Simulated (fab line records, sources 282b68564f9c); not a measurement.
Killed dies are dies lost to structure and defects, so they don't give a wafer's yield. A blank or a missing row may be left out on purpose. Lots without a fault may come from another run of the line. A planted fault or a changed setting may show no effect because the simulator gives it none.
fab line records | flow rit_cmos
record lots=6 wafers=18 last_day=7
route steps=202 shown PSD@150 SDANNEAL@153 NSD@158 PLDD@159 NLDD@160 SILICIDE@161 M1@202
lots that met no fault: from a run of the same line without faults
start_h: hours from the record's first day to the start of the lot's first wafer shown | wait_h: hours since the lot's step before | " the same as in the row above | L1.1+2: a row that stands for several wafers | - no value, or no start given | * or withheld: withheld | < > ~ a bound
route shown NAME@n: a module of which the file shows steps, and the number in the route of the first | usual: mean/standard deviation of fault-free wafers | same: alike in all rows | chamber/n: place in a boat | sites: the reading at each site | _std_site: their standard deviation | _edge_site: outer sites' mean less inner sites' | radius_mm: how far each site lies from the wafer's centre | mask NAME#n: copy n | behind: the tool/chamber that last shaped the wafer | hold: why the lot was held/for how many hours/how that ended | device: the transistor (n, p or np) that didn't switch | end of line: the same wafers' tests at the end of the route | a step without rows: its recipe alone | killed: dies lost to structure and defects at the first sort, not the wafer's yield | map: a wafer's dies, x killed, . not, _ none there
set.NAME: the setting as run; set.NAME@STEP: as run at that earlier step | model.NAME: the simulator's own value behind a step, which no gauge read
lots at some steps of the route; a table a step, a row a wafer
services: from which hour (start_h, from the record's first day; less than 0 if before it) a tool's chamber was out of use, for how many hours, and why
## steps
# step RIT_PSD_IMPLANT_08
# recipe species=BF2 energy_kev=27 dose_cm2=5e+15 tilt_deg=7
# step RIT_PSD_STRIP_09
# recipe chemistry=O2 time_s=180 resist=NOVOLAK platen_temp_c=withheld power_w=500 pressure_mtorr=4000 o2_flow_sccm=4000
# usual drypump_motor_current_A=6.06/0.28
# same time_s=180
# columns lot.wafer tool chamber start_h wait_h drypump_motor_current_A rf_hours_counter_h
L758.1 plasma_asher-03 0 107.21 0.1 5.91 46
L758.2 " 1 " " 6.13 46
L758.4 " 1 " " 6.13 -
L760.1 plasma_asher-02 0 118.52 0.1 6.32 0
L760.3 " 1 " " 6.35 -
L760.4 " 0 " " 6.35 -
L767.1 plasma_asher-03 1 151.95 0.1 6.13 51
L767.5 " 0 " " 5.88 -
L767.6 " 1 " " 6.14 -
L768.2 plasma_asher-02 0 155.97 0.1 6.30 6
L768.3 " 1 " " 6.31 -
L768.4 " 0 " " 6.28 -
L770.1 plasma_asher-02 1 164.04 0.1 6.27 8
L770.3 " 1 " " 6.28 -
L770.5 " 1 " " 6.29 -
L771.1 plasma_asher-02 1 170.13 0.1 6.30 8
L771.2 " 0 " " 6.26 8
L771.4 " 0 " " 6.31 -
# step RIT_PSD_TW_MEAS_10
# usual PSD_TW=3445/23
# columns lot.wafer tool chamber start_h wait_h PSD_TW
L758.1 film_metro-03 - 107.39 0.1 3413
L758.2 " - " " 3430
L758.4 " - " " 3415
L760.1 film_metro-01 - 118.69 0.1 3414
L760.3 " - " " 3412
L760.4 " - " " 3399
L767.1 film_metro-01 - 152.13 0.1 3431
L767.5 " - " " 3462
L767.6 " - " " 3436
L768.2 film_metro-01 - 156.16 0.1 3450
L768.3 " - " " 3460
L768.4 " - " " 3455
L770.1 film_metro-02 - 164.21 0.1 3455
L770.3 " - " " 3459
L770.5 " - " " 3475
L771.1 film_metro-01 - 170.30 0.1 3439
L771.2 " - " " 3420
L771.4 " - " " 3442
# step RIT_SDANNEAL_CLEAN_00
# recipe chemistry=SC1 mix=3:3:50 time_s=600 temp_c=75
# step RIT_SDANNEAL_CLEAN_01
# recipe chemistry=dHF dilution=50:1 time_s=30
# step RIT_SDANNEAL_CLEAN_02
# recipe chemistry=SC2 mix=3:3:50 time_s=600 temp_c=75 dry=n2_spin
# step RIT_SDANNEAL_RTA_03
# recipe temp_c=1050 time_s=5 idle_temp_c=600 ramp_up_c_per_s=342 ramp_down_c_per_s=171 cool_to_c=600 ambient=N2
# usual wafer_temp_C_max=1053.5/1.2
# same time_s=5
# columns lot.wafer tool chamber start_h wait_h wafer_temp_C_max
L758.1 rtp_anneal-01 0 107.83 0.0 1052.7
L758.2 " 0 " " 1052.7
L758.4 " 0 " " 1053.6
L760.1 rtp_anneal-01 0 119.15 0.0 1050.9
L760.3 " 0 " " 1054.1
L760.4 " 0 " " 1052.1
L767.1 rtp_anneal-02 0 152.55 0.0 1051.8
L767.5 " 0 " " 1053.7
L767.6 " 0 " " 1054.6
L768.2 rtp_anneal-01 0 156.59 0.0 1052.6
L768.3 " 0 " " 1055.7
L768.4 " 0 " " 1053.5
L770.1 rtp_anneal-01 0 164.85 0.0 1055.2
L770.3 " 0 " " 1052.3
L770.5 " 0 " " 1052.7
L771.1 rtp_anneal-02 0 170.73 0.0 1051.3
L771.2 " 0 " " 1052.7
L771.4 " 0 " " 1052.7
# step RIT_SDANNEAL_RS_MEAS_04
# recipe thk_meas_gauge=four-point-probe
# usual PSD_RS=115.8/0.37
# columns lot.wafer tool chamber start_h wait_h PSD_RS[ohm/sq]
L758.1 film_metro-01 - 107.89 0.0 116.2
L758.2 " - " " 116.4
L758.4 " - " " 116.0
L760.1 film_metro-01 - 119.21 0.0 116.2
L760.3 " - " " 116.2
L760.4 " - " " 115.7
L767.1 film_metro-01 - 152.61 0.0 116.5
L767.5 " - " " 116.3
L767.6 " - " " 116.5
L768.2 film_metro-01 - 156.66 0.1 115.8
L768.3 " - " " 115.9
L768.4 " - " " 116.0
L770.1 film_metro-02 - 164.96 0.1 116.1
L770.3 " - " " 115.7
L770.5 " - " " 115.9
L771.1 film_metro-02 - 170.79 0.0 115.7
L771.2 " - " " 115.6
L771.4 " - " " 115.9
# step RIT_SDANNEAL_RS_MEAS_05
# recipe thk_meas_gauge=four-point-probe
# usual NSD_RS=84.3/0.33
# columns lot.wafer tool chamber start_h wait_h NSD_RS[ohm/sq]
L758.1 film_metro-01 - 108.01 0.1 85.2
L758.2 " - " " 84.9
L758.4 " - " " 85.1
L760.1 film_metro-01 - 119.33 0.1 84.6
L760.3 " - " " 84.6
L760.4 " - " " 84.5
L767.1 film_metro-01 - 152.73 0.1 84.8
L767.5 " - " " 84.8
L767.6 " - " " 84.5
L768.2 film_metro-01 - 156.78 0.1 84.3
L768.3 " - " " 84.3
L768.4 " - " " 84.3
L770.1 film_metro-02 - 165.08 0.1 84.2
L770.3 " - " " 84.2
L770.5 " - " " 84.2
L771.1 film_metro-02 - 170.91 0.1 84.4
L771.2 " - " " 84.5
L771.4 " - " " 84.1
# step RIT_SDANNEAL_RS_MEAS_06
# recipe thk_meas_gauge=four-point-probe
# usual PLDD_RS=179.5/0.7
# columns lot.wafer tool chamber start_h wait_h PLDD_RS[ohm/sq]
L758.1 film_metro-01 - 108.13 0.1 180.1
L758.2 " - " " 179.8
L758.4 " - " " 179.9
L760.1 film_metro-01 - 119.45 0.1 180.0
L760.3 " - " " 180.1
L760.4 " - " " 179.1
L767.1 film_metro-01 - 152.85 0.1 180.1
L767.5 " - " " 180.6
L767.6 " - " " 181.0
L768.2 film_metro-01 - 156.90 0.1 181.3
L768.3 " - " " 181.1
L768.4 " - " " 180.8
L770.1 film_metro-02 - 165.20 0.1 179.2
L770.3 " - " " 178.7
L770.5 " - " " 179.4
L771.1 film_metro-02 - 171.03 0.1 178.9
L771.2 " - " " 178.6
L771.4 " - " " 178.8
# step RIT_SDANNEAL_RS_MEAS_07
# recipe thk_meas_gauge=four-point-probe
# usual NLDD_RS=151.5/0.51
# columns lot.wafer tool chamber start_h wait_h NLDD_RS[ohm/sq]
L758.1 film_metro-01 - 108.25 0.1 151.1
L758.2 " - " " 151.7
L758.4 " - " " 151.4
L760.1 film_metro-01 - 119.57 0.1 151.9
L760.3 " - " " 152.3
L760.4 " - " " 151.1
L767.1 film_metro-01 - 152.97 0.1 151.9
L767.5 " - " " 151.9
L767.6 " - " " 152.2
L768.2 film_metro-01 - 157.02 0.1 151.5
L768.3 " - " " 151.3
L768.4 " - " " 151.8
L770.1 film_metro-02 - 165.32 0.1 151.0
L770.3 " - " " 151.3
L770.5 " - " " 150.9
L771.1 film_metro-02 - 171.15 0.1 151.2
L771.2 " - " " 150.9
L771.4 " - " " 150.8
# step RIT_SILICIDE_WET_ETCH_00
# recipe chemistry=BOE target=SiO2 target_depth_nm=14 time_s=15 dry=n2_spin dilution=10:1 temp_c=21.5
# step RIT_SILICIDE_SPUTTER_01
# recipe material=Ti target_thk_nm=30 power_w=350 chamber_pressure_pa=0.667 gas=Ar time_s=240 substrate_temp_c=25
# usual cathode_dc_power_W=350.00/0.063 chamber_pressure_pa=0.6670/0.0014 throttle_valve_pct=30.7/0.94 time_s=240/0
# columns lot.wafer tool chamber start_h wait_h cathode_dc_power_W chamber_pressure_pa throttle_valve_pct time_s
L758.1 pvd_sputter-02 - 108.38 0.0 349.97 0.6664 31.1 240
L758.2 " - " " 349.94 0.6671 32.3 240
L758.4 " - " " 349.99 0.6659 30.0 240
L760.1 pvd_sputter-01 - 119.71 0.0 349.98 0.6652 29.6 240
L760.3 " - " " 349.88 0.6678 31.3 240
L760.4 " - " " 350.08 0.6669 30.3 240
L767.1 pvd_sputter-04 - 153.11 0.0 - - - -
L767.5 " - " " - - - -
L767.6 " - " " - - - -
L768.2 pvd_sputter-04 - 157.13 0.0 - - - -
L768.3 " - " " - - - -
L768.4 " - " " - - - -
L770.1 pvd_sputter-04 - 165.45 0.0 350.04 0.6681 31.8 240
L770.3 " - " " 350.15 0.6668 31.2 240
L770.5 " - " " 350.02 0.6687 31.3 240
L771.1 pvd_sputter-01 - 171.28 0.0 349.87 0.6680 31.1 240
L771.2 " - " " 350.04 0.6669 30.9 240
L771.4 " - " " 349.98 0.6694 31.3 240
# step RIT_SILICIDE_RS_MEAS_02
# recipe thk_meas_gauge=four-point-probe reads=Ti_of_SILICIDE_SPUTTER_01
# usual SILICIDE_TI_RS=48.2/0.76
# columns lot.wafer tool chamber start_h wait_h SILICIDE_TI_RS[ohm/sq]
L758.1 film_metro-02 - 108.53 0.1 47.4
L758.2 " - " " 48.8
L758.4 " - " " 47.4
L760.1 film_metro-04 - 119.86 0.1 48.3
L760.3 " - " " 48.3
L760.4 " - " " 48.8
L767.1 film_metro-04 - 153.26 0.1 -
L767.5 " - " " -
L767.6 " - " " -
L768.2 film_metro-03 - 157.30 0.1 -
L768.3 " - " " -
L768.4 " - " " -
L770.1 film_metro-04 - 165.60 0.1 48.9
L770.3 " - " " 48.4
L770.5 " - " " 48.2
L771.1 film_metro-04 - 171.43 0.1 50.2
L771.2 " - " " 48.8
L771.4 " - " " 49.1
# step RIT_SILICIDE_THK_MEAS_03
# recipe thk_meas_gauge=xrf reads=Ti_of_SILICIDE_SPUTTER_01
# usual SILICIDE_TI_THK=29.8/0.39
# columns lot.wafer tool chamber start_h wait_h SILICIDE_TI_THK[nm]
L758.1 film_metro-02 - 108.65 0.1 30.5
L758.2 " - " " 29.8
L758.4 " - " " 30.3
L760.1 film_metro-04 - 119.98 0.1 30.0
L760.3 " - " " 29.6
L760.4 " - " " 29.4
L767.1 film_metro-04 - 153.38 0.1 <0.0
L767.5 " - " " <0.0
L767.6 " - " " <0.0
L768.2 film_metro-03 - 157.41 0.1 <0.0
L768.3 " - " " <0.0
L768.4 " - " " <0.0
L770.1 film_metro-04 - 165.72 0.1 29.5
L770.3 " - " " 29.6
L770.5 " - " " 29.7
L771.1 film_metro-04 - 171.55 0.1 28.8
L771.2 " - " " 29.5
L771.4 " - " " 29.4
# step RIT_SILICIDE_RTA_04
# recipe temp_c=650 time_s=10 idle_temp_c=25 ramp_up_s=5 ramp_down_s=5 cool_to_c=25 ambient=N2
# usual wafer_temp_C_max=652.8/0.55
# same time_s=10
# columns lot.wafer tool chamber start_h wait_h wafer_temp_C_max
L758.1 rtp_anneal-02 0 108.71 0.1 653.0
L758.2 " 0 " " 652.7
L758.4 " 0 " " 652.8
L760.1 rtp_anneal-01 0 120.04 0.1 653.4
L760.3 " 0 " " 652.7
L760.4 " 0 " " 652.8
L767.1 rtp_anneal-01 0 153.44 0.1 652.4
L767.5 " 0 " " 652.6
L767.6 " 0 " " 652.6
L768.2 rtp_anneal-02 0 157.47 0.1 652.1
L768.3 " 0 " " 652.5
L768.4 " 0 " " 652.2
L770.1 rtp_anneal-02 0 165.78 0.1 651.9
L770.3 " 0 " " 652.5
L770.5 " 0 " " 652.0
L771.1 rtp_anneal-01 0 171.61 0.1 653.1
L771.2 " 0 " " 653.5
L771.4 " 0 " " 652.8
# step RIT_M1_PROBE_99
# usual killed_at_contacts=0.1/0.25 killed_at_front_end=6.8/2.9 killed_dies=6.9/2.9 killed_on_rim=1.7/1.3 killed_open=3.3/1.9 killed_short=3.6/1.9
# same gross_dies=264 killed_at_M0_to_M3=0 killed_at_M4_up=0 killed_at_back_side=0 killed_at_other=0
# columns lot.wafer tool chamber start_h wait_h killed_at_contacts killed_at_front_end killed_dies killed_on_rim killed_open killed_short
L758.1 prober-02 - 116.88 0.1 0 6 6 1 2 4
L758.2 prober-02 - 116.93 0.1 0 7 7 1 2 5
L758.4 prober-02 - 117.03 0.2 0 9 9 1 4 5
L760.1 prober-01 - 127.08 0.1 0 8 8 3 5 3
L760.3 prober-01 - 127.18 0.2 0 5 5 1 1 4
L760.4 prober-01 - 127.23 0.2 0 8 8 0 3 5
L767.1 prober-02 - 160.22 0.1 1 263 264 70 5 3
L767.5 prober-02 - 160.42 0.2 0 264 264 70 4 5
L767.6 prober-02 - 160.47 0.2 0 264 264 70 3 2
L768.2 prober-01 - 164.30 0.1 0 264 264 70 4 3
L768.3 prober-01 - 164.35 0.2 0 264 264 70 4 1
L768.4 prober-01 - 164.40 0.2 0 264 264 70 1 3
L770.1 prober-01 - 172.56 0.1 0 4 4 1 2 2
L770.3 prober-01 - 172.66 0.2 0 4 4 1 2 2
L770.5 prober-01 - 172.76 0.2 0 15 15 1 8 7
L771.1 prober-02 - 178.28 0.1 0 6 6 2 3 3
L771.2 prober-02 - 178.33 0.1 0 5 5 2 4 1
L771.4 prober-02 - 178.43 0.2 0 11 11 4 6 5
# killed by level:class
L758.1 GATE:geometric_particle:short=3 GATE:geometric_particle:open=2 FOX1:geometric_particle:short=1
L758.2 GATE:geometric_particle:short=2 FOX1:geometric_particle:short=1 FOX2:geometric_particle:short=1 FOX2:geometric_particle:open=1 SPACER:geometric_particle:open=1 SILICIDE:geometric_particle:short=1
L758.4 FOX1:geometric_particle:open=2 REOX:geometric_particle:short=2 FOX2:geometric_particle:open=1 FOX2:geometric_particle:short=1 GATE:geometric_particle:open=1 GATE:geometric_particle:short=1 SPACER:geometric_particle:short=1
L760.1 GATE:geometric_particle:open=3 FOX1:geometric_particle:open=1 GATE:geometric_particle:short=1 REOX:geometric_particle:open=1 REOX:geometric_particle:short=1 SILICIDE:geometric_particle:short=1
L760.3 SILICIDE:geometric_particle:short=2 FOX1:geometric_particle:short=1 GATE:geometric_particle:short=1 SILICIDE:geometric_particle:open=1
L760.4 FOX1:geometric_particle:short=2 GATE:geometric_particle:open=2 GATE:geometric_particle:short=2 SPACER:geometric_particle:short=1 SILICIDE:geometric_particle:open=1
L767.1 SILICIDE:area_sputter=256 FOX1:geometric_particle:open=4 GATE:geometric_particle:open=1 GATE:geometric_particle:short=1 SPACER:geometric_particle:short=1 CONTACT:geometric_particle:short=1
L767.5 SILICIDE:area_sputter=255 GATE:geometric_particle:short=4 FOX1:geometric_particle:open=3 GATE:geometric_particle:open=1 SPACER:geometric_particle:short=1
L767.6 SILICIDE:area_sputter=259 ACTIVE:geometric_particle:short=1 FOX1:geometric_particle:open=1 GATE:geometric_particle:short=1 GATE:geometric_particle:open=1 SPACER:geometric_particle:open=1
L768.2 SILICIDE:area_sputter=257 REOX:geometric_particle:open=2 FOX2:geometric_particle:short=1 GATE:geometric_particle:short=1 GATE:geometric_particle:open=1 REOX:geometric_particle:short=1 SPACER:geometric_particle:open=1
L768.3 SILICIDE:area_sputter=259 REOX:geometric_particle:open=2 SPACER:geometric_particle:open=2 FOX2:geometric_particle:short=1
L768.4 SILICIDE:area_sputter=260 REOX:geometric_particle:short=2 GATE:geometric_particle:short=1 SPACER:geometric_particle:open=1
L770.1 GATE:geometric_particle:open=1 REOX:geometric_particle:short=1 SPACER:geometric_particle:short=1 SPACER:geometric_particle:open=1
L770.3 FOX2:geometric_particle:open=1 SPACER:geometric_particle:short=1 SPACER:geometric_particle:open=1 SILICIDE:geometric_particle:short=1
L770.5 FOX2:geometric_particle:open=3 GATE:geometric_particle:open=3 FOX2:geometric_particle:short=2 GATE:geometric_particle:short=2 SILICIDE:geometric_particle:open=2 SILICIDE:geometric_particle:short=2 REOX:geometric_particle:short=1
L771.1 GATE:geometric_particle:short=2 GATE:geometric_particle:open=2 FOX1:geometric_particle:short=1 FOX1:geometric_particle:open=1
L771.2 FOX1:geometric_particle:open=1 REOX:geometric_particle:open=1 SPACER:geometric_particle:open=1 SILICIDE:geometric_particle:short=1 SILICIDE:geometric_particle:open=1
L771.4 REOX:geometric_particle:short=3 REOX:geometric_particle:open=2 FOX1:geometric_particle:open=1 FOX2:geometric_particle:open=1 GATE:geometric_particle:open=1 SPACER:geometric_particle:short=1 SILICIDE:geometric_particle:short=1 SILICIDE:geometric_particle:open=1
# map L767.1 (x killed, . not)
________xxxxxxx_______
_____xxxxxxxxxxxxx____
____xxxxxxxxxxxxxxx___
___xxxxxxxxxxxxxxxxx__
__xxxxxxxxxxxxxxxxxxx_
__xxxxxxxxxxxxxxxxxxx_
_xxxxxxxxxxxxxxxxxxxxx
_xxxxxxxxxxxxxxxxxxxxx
_xxxxxxxxxxxxxxxxxxxxx
_xxxxxxxxxxxxxxxxxxxxx
__xxxxxxxxxxxxxxxxxxx_
__xxxxxxxxxxxxxxxxxxx_
___xxxxxxxxxxxxxxxxx__
____xxxxxxxxxxxxxxx___
_____xxxxxxxxxxxxx____
________xxxxxxx_______
# map L768.2 (x killed, . not)
________xxxxxxx_______
_____xxxxxxxxxxxxx____
____xxxxxxxxxxxxxxx___
___xxxxxxxxxxxxxxxxx__
__xxxxxxxxxxxxxxxxxxx_
__xxxxxxxxxxxxxxxxxxx_
_xxxxxxxxxxxxxxxxxxxxx
_xxxxxxxxxxxxxxxxxxxxx
_xxxxxxxxxxxxxxxxxxxxx
_xxxxxxxxxxxxxxxxxxxxx
__xxxxxxxxxxxxxxxxxxx_
__xxxxxxxxxxxxxxxxxxx_
___xxxxxxxxxxxxxxxxx__
____xxxxxxxxxxxxxxx___
_____xxxxxxxxxxxxx____
________xxxxxxx_______
## services
# columns tool chamber start_h hours kind
plasma_asher-02 - 108.75 9.0 pm
plasma_asher-02 0 108.75 9.0 vent_cycle
plasma_asher-02 1 108.75 9.0 vent_cycle
plasma_asher-02 0 117.75 - clean
plasma_asher-02 1 117.75 - clean
plasma_asher-03 - 128.34 14.6 pm
## key
first_sign step=RIT_SILICIDE_SPUTTER_01 reading=tool_record direction=missing
effect step=RIT_SILICIDE_RS_MEAS_02 reading=SILICIDE_TI_RS direction=missing
effect step=RIT_SILICIDE_THK_MEAS_03 reading=SILICIDE_TI_THK direction=down sigmas=77 usual=29.8 struck=<0.0
effect step=RIT_M1_PROBE_99 reading=killed_at_front_end direction=up sigmas=88 usual=6.8 struck=263.8
more_kills_born_at RIT_SILICIDE_SPUTTER_01@pvd_sputter-04=1545
met_at RIT_SILICIDE_SPUTTER_01
struck_wafers L767.1,L767.5,L767.6,L768.2,L768.3,L768.4
later_rows_left_out L767.1,L767.5,L767.6,L768.2,L768.3,L768.4
tester_left_out L767,L768
fault kind=skipped_step_whole tool=pvd_sputter-04 chamber=- onset_h=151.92 steps=RIT_SILICIDE_SPUTTER_01 scope=struck_lots_only
# tester_left_out: of these lots the tester's yield and bins aren't shown, on N5 and GAA mostly nor the transistor test; their killed dies are dies lost to structure and defects alone, not to doping, threshold or leakage, so they don't give the yield
# later_rows_left_out: the simulator's readings of these wafers behind a module that went badly wrong aren't trusted and aren't shown, but for the sort
